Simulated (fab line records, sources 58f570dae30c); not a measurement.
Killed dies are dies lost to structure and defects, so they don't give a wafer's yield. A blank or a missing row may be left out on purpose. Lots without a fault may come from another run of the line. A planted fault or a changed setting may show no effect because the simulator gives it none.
A struck lot beside a sound one | flow berkeley_cmos170 | 16 steps out of a route of 331
Sound: wafers L915.2, L915.5, L915.6. Struck: wafers L924.2, L924.3, L924.4. The cause comes at the end.
At each step with rows: each side's tool, then ch and its chambers, then its first start. Under that, the readings that differ: sound wafers | struck wafers | difference of the means | sigmas: that difference in standard deviations of wafers without a fault.
alike: readings whose means differ by less than 2 such deviations, and words and numbers that are the same on both sides. not compared: withheld readings, readings that some wafer has no value for, bounds like >300 that may hide the same value, and numbers for which the record gives no deviation and whose values overlap.
The two part at a step that has a row with sigmas, a row that says differs or no value, or rows on one side only. Numbers that don't overlap but have no deviation are shown without sigmas and don't part them. A reading that every wafer of one side lacks parts them only if that side has two wafers or more.

first, 2 steps without rows for these wafers: UCB170_FIELD_CLEAN_00 (cleans in dHF, time 7.5 s); UCB170_FIELD_OXIDATION_01 (target thk 558.3 nm, ox time 7200 s).
UCB170_FIELD_THK_MEAS_02:
  sound on film_metro-04, day 5 22:44; struck on film_metro-01, day 7 10:52
  alike: FIELD_OXIDE_THK
then, 4 steps without rows for these wafers: UCB170_FIELD_ANNEAL_03 (time 1200 s); UCB170_FIELD_WET_ETCH_04 (etches SiO2 in dHF, time 60 s); UCB170_FIELD_WET_ETCH_05 (etches Si3N4 in H3PO4, time 12600 s); UCB170_FIELD_WET_ETCH_06 (etches SiO2 in BOE, time 22 s).
UCB170_FIELD_THK_MEAS_90:
  sound on film_metro-01, day 6 04:58; struck on film_metro-04, day 7 17:25
  alike: FIELD_OXIDE_LEFT_1_THK
then, 2 steps without rows for these wafers: UCB170_SACOX_CLEAN_00 (cleans in dHF, time 7.5 s); UCB170_SACOX_OXIDATION_01 (target thk 14.4 nm, ox time 2400 s).
UCB170_SACOX_THK_MEAS_02:
  sound on film_metro-02, day 6 07:59; struck on film_metro-02, day 7 22:33
  alike: SACOX_OXIDE_THK
then, 1 step without rows for these wafers: UCB170_SCREENOX_WET_ETCH_00 (etches SiO2 in dHF, time 200 s).
UCB170_SCREENOX_OXIDATION_01: target thk 14.4 nm, ox time 2400 s.
  sound on furnace-04 ch 0, day 6 11:14; struck on furnace-04 ch 0, day 8 03:48
  alike: ox_temp_c, tube_center_temp_C_max
UCB170_SCREENOX_THK_MEAS_02:
  sound on film_metro-02, day 6 12:55; struck on film_metro-03, day 8 05:29
  reading                 | sound             | struck            | difference | sigmas
  SCREENOX_OXIDE_THK (nm) | 13.98 14.09 14.13 | 21.90 21.54 21.49 | +7.58      | +27
then, 1 step without rows for these wafers: UCB170_SCREENOX_ANNEAL_03 (time 900 s).
-- the record jumps here: 2 days lie between the struck wafers' starts before and after (it left off in module SCREENOX and takes up again in module M3, whose first step shown is number 331 of the route) --
UCB170_M3_PROBE_99:
  the record has rows for the struck wafers here (prober-02, day 10 13:31) and none for the sound ones

WHERE THEY PART
First at UCB170_SCREENOX_THK_MEAS_02; last, within this record, at UCB170_M3_PROBE_99.

WHY: what the simulator had put in
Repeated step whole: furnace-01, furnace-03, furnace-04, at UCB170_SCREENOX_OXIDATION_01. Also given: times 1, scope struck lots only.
